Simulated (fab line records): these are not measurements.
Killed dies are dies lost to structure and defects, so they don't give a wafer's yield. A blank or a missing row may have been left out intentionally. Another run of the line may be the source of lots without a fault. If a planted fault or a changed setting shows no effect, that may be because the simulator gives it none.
What tool caused it? / flow berkeleyCmos170 / 14 lots with 42 wafers sampled at 4 steps, on a route of 331 steps

## WHAT THE GAUGES READ, wafer by wafer
UCB170_NLDD_CD_MEAS_06: target cd 1200 nm. Usual: cdNm at 1200.5 nm, with a standard deviation of 1.3.
lot=L521; measured=day 7 05:00; on=cdSem-01; cdNm (nm)=1201.9 1201.9 1201.7; flag=
lot=L522; measured=day 7 05:41; on=cdSem-01; cdNm (nm)=1200.5 1201.2 1200.7; flag=
lot=L525; measured=day 7 14:05; on=cdSem-02; cdNm (nm)=1197.2 1197.9 1198.6; flag=
lot=L523; measured=day 7 14:58; on=cdSem-01; cdNm (nm)=1200.1 1198.8 1198.2; flag=
lot=L524; measured=day 7 15:15; on=cdSem-02; cdNm (nm)=1201.4 1200.0 1200.6; flag=
lot=L526; measured=day 8 11:59; on=cdSem-02; cdNm (nm)=1199.0 1198.8 1199.4; flag=
lot=L527; measured=day 8 12:28; on=cdSem-02; cdNm (nm)=1200.5 1200.0 1199.1; flag=
lot=L530; measured=day 8 21:55; on=cdSem-02; cdNm (nm)=1201.8 1199.5 1201.4; flag=
lot=L529; measured=day 8 22:29; on=cdSem-01; cdNm (nm)=1202.1 1201.3 1202.1; flag=
lot=L531; measured=day 9 22:34; on=cdSem-02; cdNm (nm)=1131.4 1131.5 1133.8; flag=OFF
lot=L533; measured=day 10 08:11; on=cdSem-01; cdNm (nm)=1139.1 1140.1 1139.6; flag=OFF
lot=L541; measured=day 11 13:50; on=cdSem-01; cdNm (nm)=1201.5 1200.2 1200.6; flag=
lot=L542; measured=day 11 14:09; on=cdSem-01; cdNm (nm)=1200.7 1200.5 1201.9; flag=
lot=L538; measured=day 11 14:36; on=cdSem-01; cdNm (nm)=1204.0 1202.8 1202.2; flag=

UCB170_PSD_TW_MEAS_10. Usual: PSD_TW gives 2319 (standard deviation 23).
lot=L521; measured=day 7 13:20; on=filmMetro-03; PSD_TW=2298 2295 2309; flag=
lot=L522; measured=day 7 13:23; on=filmMetro-02; PSD_TW=2353 2358 2371; flag=
lot=L525; measured=day 7 21:56; on=filmMetro-01; PSD_TW=2287 2297 2293; flag=
lot=L523; measured=day 7 22:10; on=filmMetro-01; PSD_TW=2298 2293 2283; flag=
lot=L524; measured=day 7 22:04; on=filmMetro-02; PSD_TW=2351 2358 2361; flag=
lot=L526; measured=day 8 23:16; on=filmMetro-01; PSD_TW=2290 2272 2292; flag=
lot=L527; measured=day 8 23:24; on=filmMetro-02; PSD_TW=2325 2333 2341; flag=
lot=L530; measured=day 9 08:44; on=filmMetro-01; PSD_TW=2306 2318 2311; flag=
lot=L529; measured=day 9 08:35; on=filmMetro-02; PSD_TW=2346 2341 2348; flag=
lot=L531; measured=day 10 08:20; on=filmMetro-02; PSD_TW=2337 2331 2333; flag=
lot=L533; measured=day 10 16:02; on=filmMetro-01; PSD_TW=2306 2297 2295; flag=
lot=L541; measured=day 11 20:53; on=filmMetro-03; PSD_TW=2309 2319 2321; flag=
lot=L542; measured=day 11 20:59; on=filmMetro-02; PSD_TW=2343 2337 2323; flag=
lot=L538; measured=day 11 21:26; on=filmMetro-02; PSD_TW=2344 2335 2327; flag=

UCB170_CONTACT_CD_MEAS_15: target cd 700 nm. Usual: cdNm at 700.1 nm, with a standard deviation of 1.6.
lot=L521; measured=day 7 23:45; on=cdSem-02; cdNm (nm)=701.4 699.5 700.7; flag=
lot=L522; measured=day 7 23:47; on=cdSem-01; cdNm (nm)=695.6 696.9 696.8; flag=
lot=L525; measured=day 8 06:04; on=cdSem-02; cdNm (nm)=699.5 699.9 699.7; flag=
lot=L523; measured=day 8 08:32; on=cdSem-02; cdNm (nm)=699.9 699.9 700.0; flag=
lot=L524; measured=day 8 06:41; on=cdSem-02; cdNm (nm)=697.5 697.9 699.1; flag=
lot=L526; measured=day 9 07:40; on=cdSem-02; cdNm (nm)=699.8 701.3 701.0; flag=
lot=L527; measured=day 9 08:02; on=cdSem-01; cdNm (nm)=702.1 701.5 701.6; flag=
lot=L530; measured=day 9 16:45; on=cdSem-02; cdNm (nm)=699.7 700.1 699.7; flag=
lot=L529; measured=day 9 16:07; on=cdSem-02; cdNm (nm)=699.4 699.8 700.4; flag=
lot=L531; measured=day 10 18:19; on=cdSem-01; cdNm (nm)=699.8 699.8 699.9; flag=
lot=L533; measured=day 11 01:56; on=cdSem-02; cdNm (nm)=701.6 699.9 701.0; flag=
lot=L541; measured=day 12 05:55; on=cdSem-02; cdNm (nm)=698.9 697.7 698.9; flag=
lot=L542; measured=day 12 08:32; on=cdSem-01; cdNm (nm)=697.8 697.0 698.4; flag=
lot=L538; measured=day 12 09:07; on=cdSem-02; cdNm (nm)=702.5 701.4 701.5; flag=

## WHAT TOOL EACH LOT RAN ON (gives the tool, then ch and the chambers of the sampled wafers, and finally the start)
lot=L521; UCB170_NLDD_PEB_04=lithoTrack-04 ch 0, day 7 04:44
lot=L522; UCB170_NLDD_PEB_04=lithoTrack-04 ch 0, day 7 05:25
lot=L525; UCB170_NLDD_PEB_04=lithoTrack-01 ch 0, day 7 13:49
lot=L523; UCB170_NLDD_PEB_04=lithoTrack-04 ch 0, day 7 14:41
lot=L524; UCB170_NLDD_PEB_04=lithoTrack-04 ch 0, day 7 14:59
lot=L526; UCB170_NLDD_PEB_04=lithoTrack-03 ch 0, day 8 11:43
lot=L527; UCB170_NLDD_PEB_04=lithoTrack-04 ch 0, day 8 12:11
lot=L530; UCB170_NLDD_PEB_04=lithoTrack-03 ch 0, day 8 21:38
lot=L529; UCB170_NLDD_PEB_04=lithoTrack-03 ch 0, day 8 22:13
lot=L531; UCB170_NLDD_PEB_04=lithoTrack-03 ch 0, day 9 22:17
lot=L533; UCB170_NLDD_PEB_04=lithoTrack-03 ch 0, day 10 07:55
lot=L541; UCB170_NLDD_PEB_04=lithoTrack-04 ch 0, day 11 13:34
lot=L542; UCB170_NLDD_PEB_04=lithoTrack-04 ch 0, day 11 13:53
lot=L538; UCB170_NLDD_PEB_04=lithoTrack-01 ch 0, day 11 14:20
- UCB170_NLDD_PEB_04

## WHAT THE TOOLS THEMSELVES READ (means of the sampled wafers that have a number; where no wafer has one, the mark that the record gives instead)
UCB170_NLDD_PEB_04. Usual: chillPlateTempC 23.01 C, standard deviation 0.11; heaterPowerTotalW 56.80 W, standard deviation 0.044.
lot=L521; tool=lithoTrack-04; chillPlateTempC (C)=22.93; heaterPowerTotalW (W)=56.78; flag=
lot=L522; tool=lithoTrack-04; chillPlateTempC (C)=23.04; heaterPowerTotalW (W)=56.80; flag=
lot=L525; tool=lithoTrack-01; chillPlateTempC (C)=23.01; heaterPowerTotalW (W)=56.79; flag=
lot=L523; tool=lithoTrack-04; chillPlateTempC (C)=22.99; heaterPowerTotalW (W)=56.78; flag=
lot=L524; tool=lithoTrack-04; chillPlateTempC (C)=22.89; heaterPowerTotalW (W)=56.82; flag=
lot=L526; tool=lithoTrack-03; chillPlateTempC (C)=23.17; heaterPowerTotalW (W)=56.83; flag=
lot=L527; tool=lithoTrack-04; chillPlateTempC (C)=23.14; heaterPowerTotalW (W)=56.81; flag=
lot=L530; tool=lithoTrack-03; chillPlateTempC (C)=22.86; heaterPowerTotalW (W)=56.79; flag=
lot=L529; tool=lithoTrack-03; chillPlateTempC (C)=22.93; heaterPowerTotalW (W)=56.79; flag=
lot=L531; tool=lithoTrack-03; chillPlateTempC (C)=22.99; heaterPowerTotalW (W)=72.11; flag=OFF
lot=L533; tool=lithoTrack-03; chillPlateTempC (C)=23.02; heaterPowerTotalW (W)=72.15; flag=OFF
lot=L541; tool=lithoTrack-04; chillPlateTempC (C)=23.03; heaterPowerTotalW (W)=56.80; flag=
lot=L542; tool=lithoTrack-04; chillPlateTempC (C)=22.92; heaterPowerTotalW (W)=56.82; flag=
lot=L538; tool=lithoTrack-01; chillPlateTempC (C)=22.91; heaterPowerTotalW (W)=56.80; flag=

## THE ANSWER, worked out from the rows above alone
Rule: a lot counts as off when the mean over its wafers that have a number is more than 3 standard deviations away from the usual mean. Also off: a lot with no number at a reading for which 4 or more lots have one. The other lots that the step has rows for count as sound. First the gauges in route order, then the tools' own readings, where a lot's mean is used as printed above. The first step at which some lot is off is used, and at that step the reading that is off furthest; a lot without a number counts as furthest.
Off: L531, L533 (UCB170_NLDD_CD_MEAS_06, cdNm).
A tool fits if, at a process step before that reading, it ran every lot that is off, and no sound lot after the first of them. Not tried: the gauges at UCB170_NLDD_CD_MEAS_06; whatever is off there is also off at UCB170_NLDD_PEB_04, on other tools, and gauge error can't account for it. One candidate fits, namely lithoTrack-03 at UCB170_NLDD_PEB_04. Its last sound lot is L529 (day 8 22:13), its first lot that is off L531 (day 9 22:17): a fault that began between those two fits.
On the lots that are off, the tool's own readings at UCB170_NLDD_PEB_04 differ by more than 5 times the standard deviation of the sound lots' means, which bears it out; heaterPowerTotalW reads 72.13 W there versus 56.80 W on the sound lots.

## WHAT THE SIMULATOR HAD PUT IN
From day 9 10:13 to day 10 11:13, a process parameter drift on lithoTrack-03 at UCB170_NLDD_PEB_04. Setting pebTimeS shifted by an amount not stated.
Struck lots among those shown: L531, L533. This agrees with what the rule above found.
